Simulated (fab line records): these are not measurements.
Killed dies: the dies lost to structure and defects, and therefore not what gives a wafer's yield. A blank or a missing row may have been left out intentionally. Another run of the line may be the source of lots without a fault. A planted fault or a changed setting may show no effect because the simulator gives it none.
fab line records + flow ritCmos
record:
- lots: 6
- wafers: 18
- lastDay: 7
route steps=202 shown NRETRO@60 PRETRO@64 GATE@75 M1@202
lots with no fault: from the same line, run without faults
startH: hours from the record's opening day to when the first of the lot's shown wafers began + waitH: how many hours have passed since the lot's step before this one + " as in the row above + L1.1+2: a single row standing in for several wafers + - no value, or no start given + * or withheld: withheld + < > ~ a bound
route shown NAME@n: names a module that has steps shown in the file, with the first one's number in the route + usual: mean and standard deviation over wafers with no fault + same: alike in all rows + chamber/n: place in a boat + sites: readings site by site + _std_site: their standard deviation + _edge_site: mean of outer sites minus mean of inner sites + radiusMm: for every site, how far away it sits from the centre of the wafer + mask NAME#n: copy n + behind: the tool/chamber that last shaped the wafer + hold: why the lot was held/for how many hours/how that ended + device: names the non-switching transistor (n, p or np) + end of line: tests run on the same wafers once the route is complete + a step with no rows: only its recipe + killed: count of dies lost to structure and defects at first sort (not the wafer's yield) + map: a wafer's dies, marking killed ones x, the rest . and places with no die _
set.NAME: setting as actually run; set.NAME@STEP: the setting as run at that earlier step + model.NAME: the simulator's own value behind a step, which no gauge read
lots at selected steps of the route; one table per step, one row per wafer
services: when a tool's chamber went out of use (startH, in hours from the record's first day, below 0 if earlier), for how many hours, and the reason
== steps ==
step: RIT_NRETRO_HARDBAKE_07
recipe:
- resist: NOVOLAK
- tempC: 140
- timeS: 120
step: RIT_NRETRO_IMPLANT_08
recipe:
- species: P
- energyKev: 70
- doseCm2: 1e+13
- tiltDeg: 6.656
step: RIT_NRETRO_STRIP_09
recipe:
- chemistry: O2
- timeS: 180
- resist: NOVOLAK
- platenTempC: withheld
- powerW: 500
- pressureMtorr: 4000
- o2FlowSccm: 4000
usual:
- drypumpMotorCurrentA: 6.1/0.54
same:
- timeS: 180
| lot.wafer | tool           | chamber | startH | waitH | drypumpMotorCurrentA | rfHoursCounterH |
|-----------|----------------|---------|--------|-------|----------------------|-----------------|
| L482.3    | plasmaAsher-02 | 1       | 37.12  | 0.1   | 6.3                  | -               |
| L482.5    | "              | 0       | "      | "     | 6.6                  | -               |
| L482.6    | "              | 1       | "      | "     | 6.3                  | -               |
| L486.1    | plasmaAsher-02 | 1       | 58.19  | 0.1   | 6.3                  | 43              |
| L486.2    | "              | 0       | "      | "     | 6.6                  | 43              |
| L486.6    | "              | 1       | "      | "     | 6.3                  | -               |
| L496.2    | plasmaAsher-02 | 0       | 116.88 | 0.1   | 6.6                  | 49              |
| L496.4    | "              | 0       | "      | "     | 6.6                  | -               |
| L496.6    | "              | 1       | "      | "     | 6.3                  | -               |
| L498.2    | plasmaAsher-04 | 0       | 124.14 | 0.1   | 5.3                  | 44              |
| L498.4    | "              | 1       | "      | "     | 5.2                  | -               |
| L498.6    | "              | 1       | "      | "     | 5.2                  | -               |
| L502.1    | plasmaAsher-04 | 1       | 138.58 | 0.1   | 5.2                  | 46              |
| L502.3    | "              | 0       | "      | "     | 5.3                  | -               |
| L502.5    | "              | 0       | "      | "     | 5.3                  | -               |
| L504.2    | plasmaAsher-03 | 1       | 148.49 | 0.1   | 6.4                  | 32              |
| L504.3    | "              | 1       | "      | "     | 6.4                  | -               |
| L504.5    | "              | 1       | "      | "     | 6.4                  | -               |
step: RIT_NRETRO_TW_MEAS_10
usual:
- NRETRO_TW: 1046/5.6
| lot.wafer | tool         | chamber | startH | waitH | NRETRO_TW |
|-----------|--------------|---------|--------|-------|-----------|
| L482.3    | filmMetro-04 | -       | 37.26  | 0.1   | 1047      |
| L482.5    | "            | -       | "      | "     | 1047      |
| L482.6    | "            | -       | "      | "     | 1044      |
| L486.1    | filmMetro-02 | -       | 58.37  | 0.1   | 1043      |
| L486.2    | "            | -       | "      | "     | 1046      |
| L486.6    | "            | -       | "      | "     | 1050      |
| L496.2    | filmMetro-01 | -       | 117.07 | 0.1   | 1049      |
| L496.4    | "            | -       | "      | "     | 1048      |
| L496.6    | "            | -       | "      | "     | 1048      |
| L498.2    | filmMetro-01 | -       | 124.33 | 0.1   | 1049      |
| L498.4    | "            | -       | "      | "     | 1041      |
| L498.6    | "            | -       | "      | "     | 1043      |
| L502.1    | filmMetro-02 | -       | 138.76 | 0.1   | 1050      |
| L502.3    | "            | -       | "      | "     | 1052      |
| L502.5    | "            | -       | "      | "     | 1053      |
| L504.2    | filmMetro-01 | -       | 148.68 | 0.1   | 1037      |
| L504.3    | "            | -       | "      | "     | 1036      |
| L504.5    | "            | -       | "      | "     | 1042      |
step: RIT_PRETRO_HMDS_00
recipe:
- primeTimeS: 60
- primeTempC: 140
step: RIT_PRETRO_COAT_01
recipe:
- resist: NOVOLAK
- spinRpm: 2000
- resistThkNm: 1300
step: RIT_PRETRO_SOFTBAKE_02
recipe:
- resist: NOVOLAK
- tempC: 90
- timeS: 60
step: RIT_PRETRO_EXPOSE_03
recipe:
- maskId: M5
- na: 0.57
- targetCdNm: 43700
- doseMj: 250
step: RIT_PRETRO_PEB_04
recipe:
- resist: NOVOLAK
- tempC: withheld
- timeS: withheld
step: RIT_PRETRO_DEVELOP_05
recipe:
- resist: NOVOLAK
- developTimeS: 68
- devTempC: 23
step: RIT_PRETRO_OVL_MEAS_06
usual:
- PRETRO_OVL: -0.7/1.5
| lot.wafer | tool       | chamber | startH | waitH | PRETRO_OVL[nm] |
|-----------|------------|---------|--------|-------|----------------|
| L482.3    | overlay-01 | -       | 38.19  | -     | 1.5            |
| L482.5    | "          | -       | "      | "     | 1.1            |
| L482.6    | "          | -       | "      | "     | 1.1            |
| L486.1    | overlay-02 | -       | 59.31  | -     | -2.0           |
| L486.2    | "          | -       | "      | "     | -2.2           |
| L486.6    | "          | -       | "      | "     | -3.0           |
| L496.2    | overlay-02 | -       | 118.13 | -     | -3.9           |
| L496.4    | "          | -       | "      | "     | -0.8           |
| L496.6    | "          | -       | "      | "     | -1.6           |
| L498.2    | overlay-01 | -       | 125.44 | -     | -1.0           |
| L498.4    | "          | -       | "      | "     | -0.6           |
| L498.6    | "          | -       | "      | "     | -0.9           |
| L502.1    | overlay-02 | -       | 140.25 | -     | -0.8           |
| L502.3    | "          | -       | "      | "     | -0.6           |
| L502.5    | "          | -       | "      | "     | -2.6           |
| L504.2    | overlay-01 | -       | 149.75 | -     | -0.4           |
| L504.3    | "          | -       | "      | "     | 0.0            |
| L504.5    | "          | -       | "      | "     | -0.4           |
step: RIT_PRETRO_HARDBAKE_07
recipe:
- resist: NOVOLAK
- tempC: 140
- timeS: 120
step: RIT_PRETRO_IMPLANT_08
recipe:
- species: B
- energyKev: 45
- doseCm2: 1.2e+13
- tiltDeg: 7
usual:
- doseIonsCm2: 1.2e+13/1.4e+10
- faradayCurrentUA: 38.1/0.69
| lot.wafer | tool         | chamber | startH | waitH | doseIonsCm2 | faradayCurrentUA |
|-----------|--------------|---------|--------|-------|-------------|------------------|
| L482.3    | implanter-01 | 0       | 38.51  | 0.2   | 1.2028e+13  | 38.4             |
| L482.5    | "            | 0       | "      | "     | 1.2019e+13  | 37.1             |
| L482.6    | "            | 0       | "      | "     | 1.2006e+13  | 38.1             |
| L486.1    | implanter-03 | 0       | 59.60  | 0.2   | 1.2007e+13  | 37.7             |
| L486.2    | "            | 0       | "      | "     | 1.2012e+13  | 37.6             |
| L486.6    | "            | 0       | "      | "     | 1.2017e+13  | 38.2             |
| L496.2    | implanter-03 | 0       | 118.44 | 0.2   | 9.375e+12   | 30.6             |
| L496.4    | "            | 0       | "      | "     | 9.366e+12   | 30.3             |
| L496.6    | "            | 0       | "      | "     | 9.359e+12   | 28.8             |
| L498.2    | implanter-03 | 0       | 125.74 | 0.2   | 9.37e+12    | 29.7             |
| L498.4    | "            | 0       | "      | "     | 9.339e+12   | 29.6             |
| L498.6    | "            | 0       | "      | "     | 9.366e+12   | 28.7             |
| L502.1    | implanter-02 | 0       | 141.00 | 0.2   | 1.1985e+13  | 38.2             |
| L502.3    | "            | 0       | "      | "     | 1.2012e+13  | 38.4             |
| L502.5    | "            | 0       | "      | "     | 1.2001e+13  | 38.1             |
| L504.2    | implanter-02 | 0       | 150.05 | 0.2   | 1.2008e+13  | 37.3             |
| L504.3    | "            | 0       | "      | "     | 1.1996e+13  | 38.9             |
| L504.5    | "            | 0       | "      | "     | 1.2016e+13  | 38.2             |
step: RIT_PRETRO_STRIP_09
recipe:
- chemistry: O2
- timeS: 180
- resist: NOVOLAK
- platenTempC: withheld
- powerW: 500
- pressureMtorr: 4000
- o2FlowSccm: 4000
usual:
- drypumpMotorCurrentA: 5.6/0.46
same:
- timeS: 180
| lot.wafer | tool           | chamber | startH | waitH | drypumpMotorCurrentA | rfHoursCounterH |
|-----------|----------------|---------|--------|-------|----------------------|-----------------|
| L482.3    | plasmaAsher-04 | 1       | 38.67  | 0.1   | 5.2                  | -               |
| L482.5    | "              | 1       | "      | "     | 5.2                  | -               |
| L482.6    | "              | 0       | "      | "     | 5.3                  | -               |
| L486.1    | plasmaAsher-04 | 1       | 59.75  | 0.1   | 5.2                  | 38              |
| L486.2    | "              | 0       | "      | "     | 5.3                  | 38              |
| L486.6    | "              | 1       | "      | "     | 5.2                  | -               |
| L496.2    | plasmaAsher-04 | 1       | 118.56 | 0.1   | 5.2                  | 44              |
| L496.4    | "              | 1       | "      | "     | 5.1                  | -               |
| L496.6    | "              | 0       | "      | "     | 5.3                  | -               |
| L498.2    | plasmaAsher-03 | 0       | 125.87 | 0.1   | 6.0                  | 29              |
| L498.4    | "              | 1       | "      | "     | 6.4                  | -               |
| L498.6    | "              | 1       | "      | "     | 6.4                  | -               |
| L502.1    | plasmaAsher-03 | 0       | 141.15 | 0.1   | 6.0                  | 31              |
| L502.3    | "              | 1       | "      | "     | 6.4                  | -               |
| L502.5    | "              | 0       | "      | "     | 6.0                  | -               |
| L504.2    | plasmaAsher-01 | 0       | 150.18 | 0.1   | 5.8                  | 4               |
| L504.3    | "              | 0       | "      | "     | 5.8                  | -               |
| L504.5    | "              | 0       | "      | "     | 5.8                  | -               |
step: RIT_PRETRO_TW_MEAS_10
usual:
- PRETRO_TW: 477/4.6
| lot.wafer | tool         | chamber | startH | waitH | PRETRO_TW |
|-----------|--------------|---------|--------|-------|-----------|
| L482.3    | filmMetro-03 | -       | 38.81  | 0.1   | 483       |
| L482.5    | "            | -       | "      | "     | 477       |
| L482.6    | "            | -       | "      | "     | 483       |
| L486.1    | filmMetro-03 | -       | 59.92  | 0.1   | 480       |
| L486.2    | "            | -       | "      | "     | 481       |
| L486.6    | "            | -       | "      | "     | 481       |
| L496.2    | filmMetro-03 | -       | 118.75 | 0.1   | 446       |
| L496.4    | "            | -       | "      | "     | 444       |
| L496.6    | "            | -       | "      | "     | 446       |
| L498.2    | filmMetro-02 | -       | 126.05 | 0.1   | 440       |
| L498.4    | "            | -       | "      | "     | 443       |
| L498.6    | "            | -       | "      | "     | 441       |
| L502.1    | filmMetro-03 | -       | 141.32 | 0.1   | 482       |
| L502.3    | "            | -       | "      | "     | 478       |
| L502.5    | "            | -       | "      | "     | 478       |
| L504.2    | filmMetro-03 | -       | 150.36 | 0.1   | 480       |
| L504.3    | "            | -       | "      | "     | 482       |
| L504.5    | "            | -       | "      | "     | 484       |
step: RIT_GATE_WET_ETCH_00
recipe:
- chemistry: BOE
- target: SiO2
- targetDepthNm: 56
- timeS: 60
- dry: n2Spin
- dilution: 10:1
- tempC: 21.5
step: RIT_M1_PROBE_99
usual:
- killedAtFrontEnd: 6.6/2.9
- killedDies: 6.7/3
- killedOpen: 3.5/2.1
- killedShort: 3.2/1.8
same:
- grossDies: 264
- killed_at_M0_to_M3: 0
- killed_at_M4_up: 0
- killedAtBackSide: 0
- killedAtContacts: 0
- killedAtOther: 0
| lot.wafer | tool      | chamber | startH | waitH | killedAtFrontEnd | killedDies | killedOpen | killedShort | model.etest.nmos_0p3.rOnOhmUm | model.etest.nmosTurned.driveUaUm | model.etest.nmos_0p15.driveUaUm | model.etest.nmos_0p3.driveUaUm | model.etest.nmosNarrow.driveUaUm | model.etest.nmos_0p15.offLog10AUm | model.etest.retroEdgeNmos.offLog10AUm | model.etest.ring.quietLog10A |
|-----------|-----------|---------|--------|-------|------------------|------------|------------|-------------|-------------------------------|----------------------------------|---------------------------------|--------------------------------|----------------------------------|-----------------------------------|---------------------------------------|------------------------------|
| L482.3    | prober-01 | -       | 66.99  | 0.2   | 12               | 12         | 3          | 9           | 2113                          | 332.4                            | 470.4                           | 228.3                          | 227.9                            | -10.42                            | -10.36                                | -7.904                       |
| L482.5    | prober-01 | -       | 67.09  | 0.2   | 4                | 4          | 1          | 3           | 2160                          | 341.9                            | 478                             | 223.2                          | 223.8                            | -10.01                            | -9.922                                | -7.653                       |
| L482.6    | prober-01 | -       | 67.14  | 0.2   | 3                | 3          | 2          | 1           | 2142                          | 328.7                            | 477.7                           | 226.5                          | 225.9                            | -10.12                            | -9.914                                | -7.798                       |
| L486.1    | prober-02 | -       | 86.26  | 0.1   | 8                | 8          | 2          | 6           | 2116                          | 339.2                            | 488.1                           | 229.1                          | 225                              | -9.777                            | -9.66                                 | -7.53                        |
| L486.2    | prober-02 | -       | 86.31  | 0.1   | 3                | 3          | 2          | 1           | 2144                          | 326.6                            | 479.7                           | 228.8                          | 226.2                            | -9.696                            | -9.529                                | -7.513                       |
| L486.6    | prober-02 | -       | 86.51  | 0.2   | 3                | 3          | 1          | 2           | 2096                          | 331.6                            | 496.5                           | 232.4                          | 229.8                            | -9.732                            | -9.562                                | -7.388                       |
| L496.2    | prober-02 | -       | 148.73 | 0.1   | 7                | 7          | 6          | 1           | 2028                          | 371.8                            | 509.4                           | 246.9                          | 250.1                            | -9.118                            | -9.083                                | -7.022                       |
| L496.4    | prober-02 | -       | 148.83 | 0.2   | 7                | 7          | 3          | 4           | 2072                          | 370.8                            | 508.2                           | 246.5                          | 247.6                            | -8.84                             | -8.621                                | -6.777                       |
| L496.6    | prober-02 | -       | 148.93 | 0.2   | 6                | 6          | 4          | 2           | 2086                          | 358.9                            | 492.8                           | 241.6                          | 244.2                            | -9.324                            | -9.18                                 | -7.234                       |
| L498.2    | prober-01 | -       | 155.82 | 0.1   | 8                | 8          | 4          | 4           | 2084                          | 338.7                            | 479.9                           | 241.8                          | 246.1                            | -9.622                            | -9.422                                | -7.534                       |
| L498.4    | prober-01 | -       | 155.92 | 0.2   | 6                | 6          | 4          | 2           | 2077                          | 340.2                            | 483.4                           | 242.7                          | 243.1                            | -9.746                            | -9.552                                | -7.572                       |
| L498.6    | prober-01 | -       | 156.02 | 0.2   | 6                | 6          | 5          | 1           | 2099                          | 337.3                            | 476.8                           | 241.6                          | 243                              | -9.752                            | -9.685                                | -7.638                       |
| L502.1    | prober-01 | -       | 174.16 | 0.1   | 7                | 7          | 4          | 3           | 2200                          | 317                              | 452.7                           | 221.2                          | 219.6                            | -10.37                            | -10.24                                | -8.009                       |
| L502.3    | prober-01 | -       | 174.26 | 0.2   | 5                | 5          | 1          | 4           | 2242                          | 316.4                            | 448                             | 217.6                          | 217.2                            | -10.23                            | -10.32                                | -7.99                        |
| L502.5    | prober-01 | -       | 174.36 | 0.2   | 4                | 4          | 4          | 0           | 2161                          | 324.1                            | 458.8                           | 222.4                          | 223.2                            | -10.24                            | -10.11                                | -7.923                       |
| L504.2    | prober-02 | -       | 177.67 | 0.1   | 5                | 5          | 2          | 3           | 2201                          | 302.8                            | 438.2                           | 216.4                          | 216.8                            | -10.66                            | -10.56                                | -8.185                       |
| L504.3    | prober-02 | -       | 177.72 | 0.2   | 5                | 5          | 0          | 5           | 2233                          | 296.7                            | 435.3                           | 216.3                          | 217.3                            | -10.55                            | -10.47                                | -8.204                       |
| L504.5    | prober-02 | -       | 177.82 | 0.2   | 9                | 9          | 6          | 3           | 2222                          | 307.6                            | 444.5                           | 217.5                          | 217.8                            | -10.36                            | -10.37                                | -7.98                        |
killed by level:class
L482.3 GATE:geometricParticle:short=5 GATE:geometricParticle:open=3 SILICIDE:geometricParticle:short=3 SPACER:geometricParticle:short=1
L482.5 REOX:geometricParticle:short=2 GATE:geometricParticle:short=1 SPACER:geometricParticle:open=1
L482.6 FOX1:geometricParticle:open=1 GATE:geometricParticle:open=1 SILICIDE:geometricParticle:short=1
L486.1 FOX2:geometricParticle:short=5 FOX2:geometricParticle:open=1 GATE:geometricParticle:short=1 GATE:geometricParticle:open=1
L486.2 GATE:geometricParticle:short=1 GATE:geometricParticle:open=1 SPACER:geometricParticle:open=1
L486.6 FOX1:geometricParticle:short=1 GATE:geometricParticle:short=1 GATE:geometricParticle:open=1
L496.2 SPACER:geometricParticle:open=3 FOX2:geometricParticle:open=2 FOX2:geometricParticle:short=1 SILICIDE:geometricParticle:open=1
L496.4 GATE:geometricParticle:short=2 GATE:geometricParticle:open=2 FOX1:geometricParticle:short=1 SPACER:geometricParticle:open=1 SILICIDE:geometricParticle:short=1
L496.6 FOX1:geometricParticle:short=2 GATE:geometricParticle:open=2 REOX:geometricParticle:open=1 SILICIDE:geometricParticle:open=1
L498.2 GATE:geometricParticle:short=4 GATE:geometricParticle:open=4
L498.4 GATE:geometricParticle:open=3 FOX1:geometricParticle:open=1 FOX2:geometricParticle:short=1 GATE:geometricParticle:short=1
L498.6 SPACER:geometricParticle:open=4 GATE:geometricParticle:open=1 GATE:geometricParticle:short=1
L502.1 GATE:geometricParticle:open=4 GATE:geometricParticle:short=3
L502.3 FOX2:geometricParticle:short=1 GATE:geometricParticle:short=1 SPACER:geometricParticle:short=1 SPACER:geometricParticle:open=1 SILICIDE:geometricParticle:short=1
L502.5 FOX2:geometricParticle:open=1 GATE:geometricParticle:open=1 SPACER:geometricParticle:open=1 SILICIDE:geometricParticle:open=1
L504.2 FOX1:geometricParticle:short=1 FOX2:geometricParticle:open=1 GATE:geometricParticle:short=1 GATE:geometricParticle:open=1 SPACER:geometricParticle:short=1
L504.3 GATE:geometricParticle:short=4 FOX2:geometricParticle:short=1
L504.5 GATE:geometricParticle:short=3 GATE:geometricParticle:open=2 FOX1:geometricParticle:open=1 FOX2:geometricParticle:open=1 SPACER:geometricParticle:open=1 SILICIDE:geometricParticle:open=1
== services ==
| tool           | chamber | startH | hours | kind      |
|----------------|---------|--------|-------|-----------|
| implanter-02   | -       | 23.24  | 5.7   | repair    |
| implanter-03   | -       | 24.10  | 7.5   | repair    |
| plasmaAsher-02 | -       | 39.68  | 0.8   | repair    |
| plasmaAsher-03 | -       | 42.53  | 45.4  | repair    |
| implanter-03   | -       | 45.38  | 2.2   | pm        |
| implanter-02   | -       | 79.35  | 15.3  | pm        |
| plasmaAsher-01 | -       | 108.75 | 9.0   | pm        |
| plasmaAsher-01 | 0       | 108.75 | 9.0   | ventCycle |
| plasmaAsher-01 | 1       | 108.75 | 9.0   | ventCycle |
| plasmaAsher-02 | -       | 111.76 | 0.5   | repair    |
| implanter-01   | -       | 114.23 | 5.9   | pm        |
| plasmaAsher-01 | 0       | 117.75 | -     | clean     |
| plasmaAsher-01 | 1       | 117.75 | -     | clean     |
| plasmaAsher-02 | -       | 127.91 | 2.8   | pm        |
| implanter-03   | -       | 147.97 | 4.3   | pm        |
== key ==
firstSign:
- step: RIT_PRETRO_IMPLANT_08
- reading: doseIonsCm2
- direction: down
- sigmas: 99+
- usual: 1.2e+13
- struck: 9.363e+12
effect:
- step: RIT_PRETRO_IMPLANT_08
- reading: faradayCurrentUA
- direction: down
- sigmas: 12
- usual: 38.1
- struck: 29.6
effect:
- step: RIT_PRETRO_TW_MEAS_10
- reading: PRETRO_TW
- direction: down
- sigmas: 7.2
- usual: 477
- struck: 443
modelEffect:
- step: RIT_M1_PROBE_99
- value: etest.nmos_0p3.rOnOhmUm
- without: 2170
- struck: 2074
metAt RIT_PRETRO_IMPLANT_08
struckWafers L496.2,L496.4,L496.6,L498.2,L498.4,L498.6
testerLeftOut L496,L498
onsetBetween 59.60 118.44
fault:
- kind: processParameterDrift
- tool: implanter-03
- chamber: -
- onsetH: 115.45
- steps: RIT_PRETRO_IMPLANT_08
- channel: doseCm2
- offset: -2.64e+12
- shape: step
- endH: 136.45
- actsIn: theseRecipesOnly
- stated: 1.2e+13
testerLeftOut: of these lots the tester's yield and bins aren't shown, on N5 and GAA mostly nor the transistor test; their killed dies are dies lost to structure and defects alone, not to doping, threshold or leakage, so they don't give the yield
